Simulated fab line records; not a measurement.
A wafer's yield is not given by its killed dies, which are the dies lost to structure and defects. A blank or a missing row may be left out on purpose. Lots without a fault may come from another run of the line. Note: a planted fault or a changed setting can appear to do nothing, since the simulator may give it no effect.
fab line records | flow berkeleyCmos170
record: lots: 6 | wafers: 18 | lastDay: 11
route steps=331 shown PLDD@156 NLDD@158 SPACER@171 PSD@175
lots that met no fault: from a run of the same line without faults
startH: hours from the record's first day to the start of the lot's first wafer shown | waitH: hours elapsed since this lot's preceding step | " as in the row above | L1.1+2: a single row standing in for several wafers | - no value present, or no start provided | * or withheld: withheld | < > ~ a bound
route shown NAME@n: NAME is a module with steps in the file, n the number in the route of the first one | usual: the fault-free wafers' mean and standard deviation | same: alike in all rows | chamber/n: place in a boat | sites: the reading at each site | _std_site: the standard deviation of these | _edge_site: mean of outer sites minus mean of inner sites | radiusMm: how far each site lies from the wafer's centre | mask NAME#n: copy n | behind: tool/chamber where the wafer was last shaped | hold: cause of the lot's hold/its duration in hours/its outcome | device: the transistor (n, p or np) that didn't switch | end of line: tests of these same wafers at the route's end | step lacking rows: just its recipe | killed: the dies lost at the first sort to structure and to defects; this is not the yield of the wafer | map: dies across one wafer; x = killed, . = not, _ = none there
set.NAME: the setting that was run; set.NAME@STEP: the one run at that earlier step | model.NAME: the simulator's own value behind a step, which no gauge read
lots seen at some steps along the route; tables by step, rows by wafer
services: the hour from which a tool's chamber was out of use, counted from the record's first day as startH (under 0 if before that day), plus the number of hours and why
== steps ==
step: UCB170_PLDD_TW_MEAS_11
usual: PLDD_TW: 1016/6.7
lot.wafer | tool         | chamber | startH | waitH | PLDD_TW
L785.1    | filmMetro-01 | -       | 172.46 | 0.1   | 1022
L785.3    | "            | -       | "      | "     | 1023
L785.6    | "            | -       | "      | "     | 1020
L790.1    | filmMetro-01 | -       | 189.27 | 0.1   | 1023
L790.3    | "            | -       | "      | "     | 1025
L790.6    | "            | -       | "      | "     | 1016
L789.2    | filmMetro-01 | -       | 189.58 | 0.1   | 1019
L789.5    | "            | -       | "      | "     | 1020
L789.6    | "            | -       | "      | "     | 1020
L796.2    | filmMetro-01 | -       | 216.41 | 0.1   | 1018
L796.5    | "            | -       | "      | "     | 1024
L796.6    | "            | -       | "      | "     | 1023
L805.2    | filmMetro-01 | -       | 261.87 | 0.1   | 1024
L805.4    | "            | -       | "      | "     | 1023
L805.6    | "            | -       | "      | "     | 1027
L806.1    | filmMetro-02 | -       | 262.16 | 0.1   | 1014
L806.2    | "            | -       | "      | "     | 1009
L806.4    | "            | -       | "      | "     | 1012
step: UCB170_PLDD_CLEAN_12
recipe: chemistry: SPM | tempC: 120 | timeS: 600
step: UCB170_NLDD_HMDS_00
recipe: primeTimeS: 60 | primeTempC: 100
step: UCB170_NLDD_COAT_01
recipe: resist: KrF | spinRpm: 1500 | resistThkNm: 900
step: UCB170_NLDD_SOFTBAKE_02
recipe: resist: KrF | tempC: 130 | timeS: 60
step: UCB170_NLDD_EXPOSE_03
recipe: maskId: NSELECT | na: 0.5 | sigmaOuter: 0.6 | sourceShape: conventional | targetCdNm: 1200 | doseMj: 30
step: UCB170_NLDD_PEB_04
recipe: pebTempC: 130 | pebTimeS: withheld | resist: KrF
step: UCB170_NLDD_DEVELOP_05
recipe: developer: TMAH | developTimeS: 45 | resist: KrF | devTempC: 21
step: UCB170_NLDD_CD_MEAS_06
recipe: targetCdNm: 1200
usual: cdNm: 1200.2/1.5
lot.wafer | tool     | chamber | startH | waitH | cdNm
L785.1    | cdSem-01 | -       | 174.17 | -     | 1203.3
L785.3    | "        | -       | "      | "     | 1203.0
L785.6    | "        | -       | "      | "     | 1202.8
L790.1    | cdSem-01 | -       | 192.31 | -     | 1200.0
L790.3    | "        | -       | "      | "     | 1200.8
L790.6    | "        | -       | "      | "     | 1200.3
L789.2    | cdSem-01 | -       | 192.48 | -     | 1201.3
L789.5    | "        | -       | "      | "     | 1200.9
L789.6    | "        | -       | "      | "     | 1200.5
L796.2    | cdSem-02 | -       | 218.28 | -     | 1196.3
L796.5    | "        | -       | "      | "     | 1197.4
L796.6    | "        | -       | "      | "     | 1198.0
L805.2    | cdSem-02 | -       | 263.29 | -     | 1203.1
L805.4    | "        | -       | "      | "     | 1200.6
L805.6    | "        | -       | "      | "     | 1201.7
L806.1    | cdSem-02 | -       | 263.82 | -     | 1202.3
L806.2    | "        | -       | "      | "     | 1200.1
L806.4    | "        | -       | "      | "     | 1201.5
step: UCB170_NLDD_OVL_MEAS_07
usual: NLDD_OVL: 4/7.5
lot.wafer | tool       | chamber | startH | waitH | NLDD_OVL[nm]
L785.1    | overlay-02 | -       | 174.29 | 0.1   | -9
L785.3    | "          | -       | "      | "     | -1
L785.6    | "          | -       | "      | "     | 3
L790.1    | overlay-01 | -       | 192.43 | 0.1   | 9
L790.3    | "          | -       | "      | "     | 8
L790.6    | "          | -       | "      | "     | -1
L789.2    | overlay-02 | -       | 192.59 | 0.1   | -13
L789.5    | "          | -       | "      | "     | 0
L789.6    | "          | -       | "      | "     | -1
L796.2    | overlay-01 | -       | 218.39 | 0.1   | 9
L796.5    | "          | -       | "      | "     | 3
L796.6    | "          | -       | "      | "     | 12
L805.2    | overlay-01 | -       | 263.40 | 0.1   | -9
L805.4    | "          | -       | "      | "     | -7
L805.6    | "          | -       | "      | "     | -10
L806.1    | overlay-02 | -       | 263.94 | 0.1   | -8
L806.2    | "          | -       | "      | "     | 13
L806.4    | "          | -       | "      | "     | 0
step: UCB170_NLDD_IMPLANT_08
recipe: species: As | doseCm2: 5e+13 | energyKev: 30 | tiltDeg: 7 | rotationDeg: 0
step: UCB170_NLDD_IMPLANT_09
recipe: species: As | doseCm2: 5e+13 | energyKev: 30 | tiltDeg: 7 | rotationDeg: 180
step: UCB170_NLDD_STRIP_10
recipe: chemistry: O2 | powerW: 400 | pressureMtorr: 3500 | platenTempC: withheld | o2FlowSccm: 400 | overashFraction: 0.5
usual: chamberPressureMTorr: 3500/3.3 | drypumpMotorCurrentA: 6.00/0.26 | o2FlowSccm: 400.0/1.2 | oesProductAu: 0.735/0.0039 | stripTimeToEndpointS: 21.60/0.059
lot.wafer | tool           | chamber | startH | waitH | chamberPressureMTorr | drypumpMotorCurrentA | o2FlowSccm | oesProductAu | rfHoursCounterH | stripTimeToEndpointS | model.KrF_of_NLDD_COAT_01.thkNm
L785.1    | plasmaAsher-01 | 1       | 174.63 | 0.1   | 3496                 | 5.75                 | 400.1      | 0.728        | 34              | 21.57                | 0
L785.3    | "              | 0       | "      | "     | 3497                 | 6.34                 | 400.7      | 0.731        | -               | 21.62                | 0
L785.6    | "              | 1       | "      | "     | 3499                 | 5.75                 | 401.3      | 0.736        | -               | 21.58                | 0
L790.1    | plasmaAsher-03 | 0       | 192.77 | 0.1   | 3501                 | 6.15                 | 401.4      | 0.735        | 49              | 21.70                | 0
L790.3    | "              | 1       | "      | "     | 3502                 | 5.61                 | 400.5      | 0.731        | -               | 21.67                | 0
L790.6    | "              | 0       | "      | "     | 3501                 | 6.14                 | 399.2      | 0.735        | -               | 21.73                | 0
L789.2    | plasmaAsher-01 | 1       | 192.92 | 0.1   | 3499                 | 5.76                 | 398.6      | 0.727        | 36              | 21.58                | 0
L789.5    | "              | 0       | "      | "     | 3499                 | 6.30                 | 399.3      | 0.728        | -               | 21.65                | 0
L789.6    | "              | 1       | "      | "     | 3502                 | 5.73                 | 399.6      | 0.730        | -               | 21.64                | 0
L796.2    | plasmaAsher-03 | 0       | 218.72 | 0.1   | 3503                 | 6.15                 | 398.8      | 0.736        | 52              | 21.52                | 0
L796.5    | "              | 0       | "      | "     | 3501                 | 6.14                 | 398.0      | 0.740        | -               | 21.49                | 0
L796.6    | "              | 1       | "      | "     | 3500                 | 5.61                 | 401.6      | 0.732        | -               | 21.54                | 0
L805.2    | plasmaAsher-01 | 0       | 263.73 | 0.1   | -                    | -                    | -          | -            | -               | -                    | 883.5
L805.4    | "              | 1       | "      | "     | -                    | -                    | -          | -            | -               | -                    | 881.2
L805.6    | "              | 1       | "      | "     | -                    | -                    | -          | -            | -               | -                    | 883.6
L806.1    | plasmaAsher-03 | 0       | 264.28 | 0.1   | -                    | -                    | -          | -            | -               | -                    | 878.4
L806.2    | "              | 1       | "      | "     | -                    | -                    | -          | -            | -               | -                    | 882.7
L806.4    | "              | 0       | "      | "     | -                    | -                    | -          | -            | -               | -                    | 882.3
step: UCB170_NLDD_TW_MEAS_11
usual: NLDD_TW: 2222/15
lot.wafer | tool         | chamber | startH | waitH | NLDD_TW
L785.1    | filmMetro-02 | -       | 174.73 | 0.1   | 2234
L785.3    | "            | -       | "      | "     | 2235
L785.6    | "            | -       | "      | "     | 2222
L790.1    | filmMetro-04 | -       | 192.87 | 0.1   | 2225
L790.3    | "            | -       | "      | "     | 2225
L790.6    | "            | -       | "      | "     | 2218
L789.2    | filmMetro-01 | -       | 193.03 | 0.1   | 2237
L789.5    | "            | -       | "      | "     | 2244
L789.6    | "            | -       | "      | "     | 2225
L796.2    | filmMetro-01 | -       | 218.83 | 0.1   | 2241
L796.5    | "            | -       | "      | "     | 2236
L796.6    | "            | -       | "      | "     | 2231
L805.2    | filmMetro-01 | -       | 263.84 | 0.1   | 2247
L805.4    | "            | -       | "      | "     | 2239
L805.6    | "            | -       | "      | "     | 2237
L806.1    | filmMetro-04 | -       | 264.38 | 0.1   | 2205
L806.2    | "            | -       | "      | "     | 2212
L806.4    | "            | -       | "      | "     | 2222
step: UCB170_NLDD_CLEAN_12
recipe: chemistry: SPM | tempC: 120 | timeS: 600
step: UCB170_SPACER_CVD_00
recipe: material: SiO2 | targetThkNm: 376 | tempC: 390 | precursor: TEOS/O2 | timeS: 45.89 | rfW: 550 | pressureMtorr: 9000
usual: heaterPowerW: 270/46 | rfFwdPowerW: 544.3/1.9
lot.wafer | tool     | chamber | startH | waitH | heaterPowerW | rfFwdPowerW
L785.1    | pecvd-03 | 2       | 174.98 | 0.0   | 246          | 541.5
L785.3    | "        | 0       | "      | "     | 215          | 542.9
L785.6    | "        | 0       | "      | "     | 215          | 545.3
L790.1    | pecvd-02 | 2       | 193.21 | 0.0   | 327          | 546.0
L790.3    | "        | 0       | "      | "     | 275          | 543.5
L790.6    | "        | 1       | "      | "     | 255          | 544.2
L789.2    | pecvd-04 | 2       | 193.39 | 0.0   | 347          | 541.5
L789.5    | "        | 0       | "      | "     | 315          | 545.9
L789.6    | "        | 1       | "      | "     | 215          | 543.3
L796.2    | pecvd-04 | 2       | 219.05 | 0.0   | 278          | 541.1
L796.5    | "        | 2       | "      | "     | 291          | 540.3
L796.6    | "        | 0       | "      | "     | 291          | 545.7
L805.2    | pecvd-02 | 2       | 264.08 | 0.0   | 333          | 546.1
L805.4    | "        | 1       | "      | "     | 214          | 546.0
L805.6    | "        | 2       | "      | "     | 359          | 547.3
L806.1    | pecvd-04 | 2       | 264.61 | 0.0   | 317          | 543.5
L806.2    | "        | 1       | "      | "     | 211          | 543.7
L806.4    | "        | 1       | "      | "     | 230          | 543.5
step: UCB170_SPACER_THK_MEAS_01
recipe: reads: SiO2_of_SPACER_CVD_00
usual: SPACER_TEOS_THK: 366/4.6
lot.wafer | tool         | chamber | startH | waitH | SPACER_TEOS_THK[nm]
L785.1    | filmMetro-02 | -       | 175.02 | 0.0   | 368
L785.3    | "            | -       | "      | "     | 367
L785.6    | "            | -       | "      | "     | 369
L790.1    | filmMetro-03 | -       | 193.25 | 0.0   | 359
L790.3    | "            | -       | "      | "     | 363
L790.6    | "            | -       | "      | "     | 364
L789.2    | filmMetro-03 | -       | 193.44 | 0.0   | 355
L789.5    | "            | -       | "      | "     | 362
L789.6    | "            | -       | "      | "     | 369
L796.2    | filmMetro-01 | -       | 219.10 | 0.0   | 358
L796.5    | "            | -       | "      | "     | 362
L796.6    | "            | -       | "      | "     | 365
L805.2    | filmMetro-03 | -       | 264.13 | 0.0   | 358
L805.4    | "            | -       | "      | "     | 370
L805.6    | "            | -       | "      | "     | 364
L806.1    | filmMetro-02 | -       | 264.66 | 0.0   | 359
L806.2    | "            | -       | "      | "     | 360
L806.4    | "            | -       | "      | "     | 367
step: UCB170_SPACER_ANNEAL_02
recipe: tempC: 900 | timeS: 1800 | ambient: N2
step: UCB170_SPACER_ETCHBACK_03
recipe: stopOn: Si | target: SiO2 | chemistry: CHF3/CF4/Ar | CHF3_flow_sccm: 50 | cf4FlowSccm: 10 | Ar_flow_sccm: 120 | pressureMtorr: 200 | rfW: 500 | targetDepthA: 3760 | timeS: 100
usual: drypumpMotorCurrentA: 5.9/0.51 | oesProductAu: 0.873/0.019 | rfFwdPowerW: 496.6/1.5 | throttleValvePct: 6.48/0.11
lot.wafer | tool       | chamber | startH | waitH | drypumpMotorCurrentA | oesProductAu | rfFwdPowerW | rfHoursCounterH | throttleValvePct
L785.1    | rieDiel-02 | 2       | 182.00 | 0.0   | 5.7                  | 0.899        | 496.3       | 40              | 6.40
L785.3    | "          | 1       | "      | "     | 6.6                  | 0.863        | 494.2       | 1               | 6.35
L785.6    | "          | 3       | "      | "     | 6.3                  | 0.867        | 495.5       | -               | 6.67
L789.2    | rieDiel-03 | 1       | 197.90 | 0.0   | 5.2                  | 0.882        | 498.1       | 135             | 6.49
L789.5    | "          | 0       | "      | "     | 5.5                  | 0.884        | 497.9       | -               | 6.47
L789.6    | "          | 3       | "      | "     | 5.9                  | 0.859        | 497.2       | -               | 6.38
L790.1    | rieDiel-02 | 2       | 197.90 | 0.0   | 5.7                  | 0.887        | 498.7       | 40              | 6.41
L790.3    | "          | 0       | "      | "     | 5.4                  | 0.857        | 495.4       | 132             | 6.46
L790.6    | "          | 3       | "      | "     | 6.4                  | 0.866        | 495.5       | -               | 6.67
L796.2    | rieDiel-04 | 2       | 224.66 | 0.0   | 5.6                  | 0.852        | 496.3       | 43              | 6.29
L796.5    | "          | 1       | "      | "     | 6.7                  | 0.861        | 498.1       | -               | 6.68
L796.6    | "          | 2       | "      | "     | 5.6                  | 0.861        | 496.7       | -               | 6.30
L805.2    | rieDiel-03 | 2       | 266.07 | 0.1   | 6.4                  | 0.836        | 493.8       | 72              | 6.52
L805.4    | "          | 3       | "      | "     | 5.9                  | 0.861        | 494.8       | -               | 6.38
L805.6    | "          | 2       | "      | "     | 6.4                  | 0.854        | 494.3       | -               | 6.54
L806.1    | rieDiel-03 | 2       | 271.43 | 0.0   | 6.4                  | 0.837        | 497.3       | 72              | 6.52
L806.2    | "          | 0       | "      | "     | 5.5                  | 0.885        | 494.2       | 31              | 6.48
L806.4    | "          | 3       | "      | "     | 5.9                  | 0.857        | 497.6       | -               | 6.37
step: UCB170_PSD_HMDS_00
recipe: primeTimeS: 60 | primeTempC: 100
step: UCB170_PSD_COAT_01
recipe: resist: KrF | spinRpm: 1500 | resistThkNm: 900
step: UCB170_PSD_SOFTBAKE_02
recipe: resist: KrF | tempC: 130 | timeS: 60
step: UCB170_PSD_EXPOSE_03
recipe: maskId: PSELECT_MOD | na: 0.5 | sigmaOuter: 0.6 | sourceShape: conventional | targetCdNm: 1200 | doseMj: 30
step: UCB170_PSD_PEB_04
recipe: pebTempC: 130 | pebTimeS: withheld | resist: KrF
step: UCB170_PSD_DEVELOP_05
recipe: developer: TMAH | developTimeS: 45 | resist: KrF | devTempC: 21
step: UCB170_PSD_CD_MEAS_06
recipe: targetCdNm: 1200
usual: cdNm: 1200.3/1.7
lot.wafer | tool     | chamber | startH | waitH | cdNm
L785.1    | cdSem-01 | -       | 183.55 | -     | 1200.2
L785.3    | "        | -       | "      | "     | 1200.6
L785.6    | "        | -       | "      | "     | 1201.1
L790.1    | cdSem-01 | -       | 200.16 | -     | 1202.5
L790.3    | "        | -       | "      | "     | 1201.6
L790.6    | "        | -       | "      | "     | 1202.5
L789.2    | cdSem-01 | -       | 200.36 | -     | 1199.2
L789.5    | "        | -       | "      | "     | 1200.5
L789.6    | "        | -       | "      | "     | 1200.1
L796.2    | cdSem-01 | -       | 226.65 | -     | 1201.6
L796.5    | "        | -       | "      | "     | 1200.9
L796.6    | "        | -       | "      | "     | 1201.8
L805.2    | cdSem-01 | -       | 268.15 | -     | 1199.4
L805.4    | "        | -       | "      | "     | 1197.6
L805.6    | "        | -       | "      | "     | 1199.5
L806.1    | cdSem-01 | -       | 273.14 | -     | 1202.5
L806.2    | "        | -       | "      | "     | 1200.4
L806.4    | "        | -       | "      | "     | 1200.9
step: UCB170_PSD_OVL_MEAS_07
usual: PSD_OVL: -2/5.7
lot.wafer | tool       | chamber | startH | waitH | PSD_OVL[nm]
L785.1    | overlay-01 | -       | 183.68 | 0.1   | -3
L785.3    | "          | -       | "      | "     | -3
L785.6    | "          | -       | "      | "     | -7
L790.1    | overlay-02 | -       | 200.28 | 0.1   | 6
L790.3    | "          | -       | "      | "     | 10
L790.6    | "          | -       | "      | "     | 6
L789.2    | overlay-02 | -       | 200.46 | 0.1   | -7
L789.5    | "          | -       | "      | "     | -11
L789.6    | "          | -       | "      | "     | -5
L796.2    | overlay-02 | -       | 226.76 | 0.1   | 0
L796.5    | "          | -       | "      | "     | -1
L796.6    | "          | -       | "      | "     | -9
L805.2    | overlay-01 | -       | 268.25 | 0.1   | -5
L805.4    | "          | -       | "      | "     | -3
L805.6    | "          | -       | "      | "     | 1
L806.1    | overlay-01 | -       | 273.26 | 0.1   | -6
L806.2    | "          | -       | "      | "     | 1
L806.4    | "          | -       | "      | "     | 0
step: UCB170_PSD_IMPLANT_08
recipe: species: B | doseCm2: 2.979e+15 | energyKev: 20 | tiltDeg: 7
step: UCB170_PSD_STRIP_09
recipe: chemistry: O2 | powerW: 400 | pressureMtorr: 3500 | platenTempC: withheld | o2FlowSccm: 400 | overashFraction: 0.5
usual: chamberPressureMTorr: 3500/3.1 | drypumpMotorCurrentA: 5.98/0.26 | o2FlowSccm: 400.0/1.1 | oesProductAu: 0.601/0.0044 | stripTimeToEndpointS: 29.30/0.06
lot.wafer | tool           | chamber | startH | waitH | chamberPressureMTorr | drypumpMotorCurrentA | o2FlowSccm | oesProductAu | rfHoursCounterH | stripTimeToEndpointS
L785.1    | plasmaAsher-02 | 1       | 183.98 | 0.1   | 3499                 | 5.75                 | 400.2      | 0.598        | 9               | 29.36
L785.3    | "              | 0       | "      | "     | 3499                 | 5.73                 | 399.1      | 0.601        | -               | 29.34
L785.6    | "              | 1       | "      | "     | 3504                 | 5.77                 | 401.1      | 0.596        | -               | 29.43
L790.1    | plasmaAsher-04 | 0       | 200.46 | 0.1   | 3499                 | 6.20                 | 401.1      | 0.602        | 46              | 29.32
L790.3    | "              | 1       | "      | "     | 3505                 | 6.07                 | 400.9      | 0.599        | -               | 29.34
L790.6    | "              | 1       | "      | "     | 3500                 | 6.08                 | 399.1      | 0.598        | -               | 29.32
L789.2    | plasmaAsher-01 | 1       | 200.64 | 0.1   | 3500                 | 5.74                 | 399.3      | 0.593        | 37              | 29.31
L789.5    | "              | 0       | "      | "     | 3500                 | 6.33                 | 402.9      | 0.599        | -               | 29.28
L789.6    | "              | 1       | "      | "     | 3501                 | 5.71                 | 399.3      | 0.605        | -               | 29.36
L796.2    | plasmaAsher-02 | 0       | 226.94 | 0.1   | 3497                 | 5.72                 | 397.8      | 0.607        | 14              | 29.31
L796.5    | "              | 1       | "      | "     | 3499                 | 5.76                 | 401.1      | 0.602        | -               | 29.25
L796.6    | "              | 0       | "      | "     | 3499                 | 5.71                 | 397.9      | 0.602        | -               | 29.29
L805.2    | plasmaAsher-01 | 0       | 268.43 | 0.1   | 3498                 | 6.31                 | 398.5      | 0.667        | 46              | 55.43
L805.4    | "              | 0       | "      | "     | 3503                 | 6.38                 | 399.8      | 0.670        | -               | 55.36
L805.6    | "              | 1       | "      | "     | 3501                 | 5.77                 | 398.9      | 0.668        | -               | 55.39
L806.1    | plasmaAsher-01 | 0       | 273.45 | 0.1   | 3505                 | 6.29                 | 400.6      | 0.664        | 46              | 55.31
L806.2    | "              | 1       | "      | "     | 3499                 | 5.71                 | 400.6      | 0.664        | 46              | 55.38
L806.4    | "              | 1       | "      | "     | 3501                 | 5.74                 | 397.9      | 0.675        | -               | 55.44
step: UCB170_PSD_TW_MEAS_10
usual: PSD_TW: 2333/16
lot.wafer | tool         | chamber | startH | waitH | hold                    | PSD_TW
L785.1    | filmMetro-01 | -       | 184.08 | 0.1   | -                       | 2349
L785.3    | "            | -       | "      | "     | -                       | 2351
L785.6    | "            | -       | "      | "     | -                       | 2362
L790.1    | filmMetro-01 | -       | 200.56 | 0.1   | -                       | 2348
L790.3    | "            | -       | "      | "     | -                       | 2344
L790.6    | "            | -       | "      | "     | -                       | 2351
L789.2    | filmMetro-02 | -       | 200.75 | 0.1   | -                       | 2332
L789.5    | "            | -       | "      | "     | -                       | 2345
L789.6    | "            | -       | "      | "     | -                       | 2341
L796.2    | filmMetro-04 | -       | 227.05 | 0.1   | -                       | 2319
L796.5    | "            | -       | "      | "     | -                       | 2315
L796.6    | "            | -       | "      | "     | -                       | 2322
L805.2    | filmMetro-04 | -       | 268.54 | 0.1   | awaitDispo/0.2h/release | 30
L805.4    | "            | -       | "      | "     | awaitDispo/0.2h/release | 30
L805.6    | "            | -       | "      | "     | awaitDispo/0.2h/release | 30
L805.2    | filmMetro-04 | -       | 268.77 | 0.2   | -                       | 30
L805.4    | "            | -       | "      | "     | -                       | 30
L805.6    | "            | -       | "      | "     | -                       | 30
L806.1    | filmMetro-02 | -       | 273.55 | 0.1   | awaitDispo/0.2h/release | 30
L806.2    | "            | -       | "      | "     | awaitDispo/0.2h/release | 30
L806.4    | "            | -       | "      | "     | awaitDispo/0.2h/release | 30
L806.1    | filmMetro-02 | -       | 273.77 | 0.2   | -                       | 30
L806.2    | "            | -       | "      | "     | -                       | 30
L806.4    | "            | -       | "      | "     | -                       | 30
== services ==
tool           | chamber | startH | hours | kind
rieDiel-02     | 2       | 153.76 | 2.3   | repair
rieDiel-02     | -       | 194.46 | 0.4   | repair
plasmaAsher-02 | -       | 197.48 | 2.8   | pm
rieDiel-04     | 3       | 212.97 | -     | clean
rieDiel-04     | 3       | 212.97 | 23.5  | scheduledDown
rieDiel-04     | 3       | 212.97 | 23.5  | ventCycle
pecvd-03       | -       | 226.67 | 0.7   | repair
pecvd-03       | 0       | 237.25 | 4.2   | repair
pecvd-02       | -       | 240.14 | 0.7   | repair
pecvd-03       | -       | 242.50 | 14.0  | pm
pecvd-03       | 0       | 242.50 | 14.0  | ventCycle
pecvd-03       | 1       | 242.50 | 14.0  | ventCycle
pecvd-03       | 2       | 242.50 | 14.0  | ventCycle
plasmaAsher-04 | -       | 244.26 | 7.3   | repair
rieDiel-02     | 0       | 252.33 | -     | clean
rieDiel-02     | 0       | 252.33 | 33.0  | scheduledDown
rieDiel-02     | 0       | 252.33 | 33.0  | ventCycle
rieDiel-03     | 1       | 255.10 | -     | clean
rieDiel-03     | 1       | 255.10 | 18.6  | scheduledDown
rieDiel-03     | 1       | 255.10 | 18.6  | ventCycle
pecvd-03       | 0       | 256.50 | -     | clean
pecvd-03       | 1       | 256.50 | -     | clean
pecvd-03       | 2       | 256.50 | -     | clean
pecvd-04       | 0       | 269.05 | 3.7   | repair
== key ==
firstSign: step: UCB170_NLDD_STRIP_10 | reading: toolRecord | direction: missing
effect: step: UCB170_PSD_STRIP_09 | reading: stripTimeToEndpointS | direction: up | sigmas: 99+ | usual: * | struck: *
effect: step: UCB170_PSD_TW_MEAS_10 | reading: visit | direction: added
effect: step: UCB170_PSD_TW_MEAS_10 | reading: PSD_TW | direction: down | sigmas: 99+ | usual: 2333 | struck: 30
modelEffect: step: UCB170_NLDD_STRIP_10 | value: KrF_of_NLDD_COAT_01.thkNm | without: 0 | struck: 881.9
metAt UCB170_NLDD_STRIP_10
struckWafers L805.2,L805.4,L805.6,L806.1,L806.2,L806.4
scrappedBehind UCB170_PSD_TW_MEAS_10 L805.2,L805.4,L805.6,L806.1,L806.2,L806.4
onsetBetween 218.72 263.73
fault: kind: skippedStepWhole | tool: plasmaAsher-01,plasmaAsher-03 | chamber: - | onsetH: 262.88 | steps: UCB170_NLDD_STRIP_10 | scope: struckLotsOnly
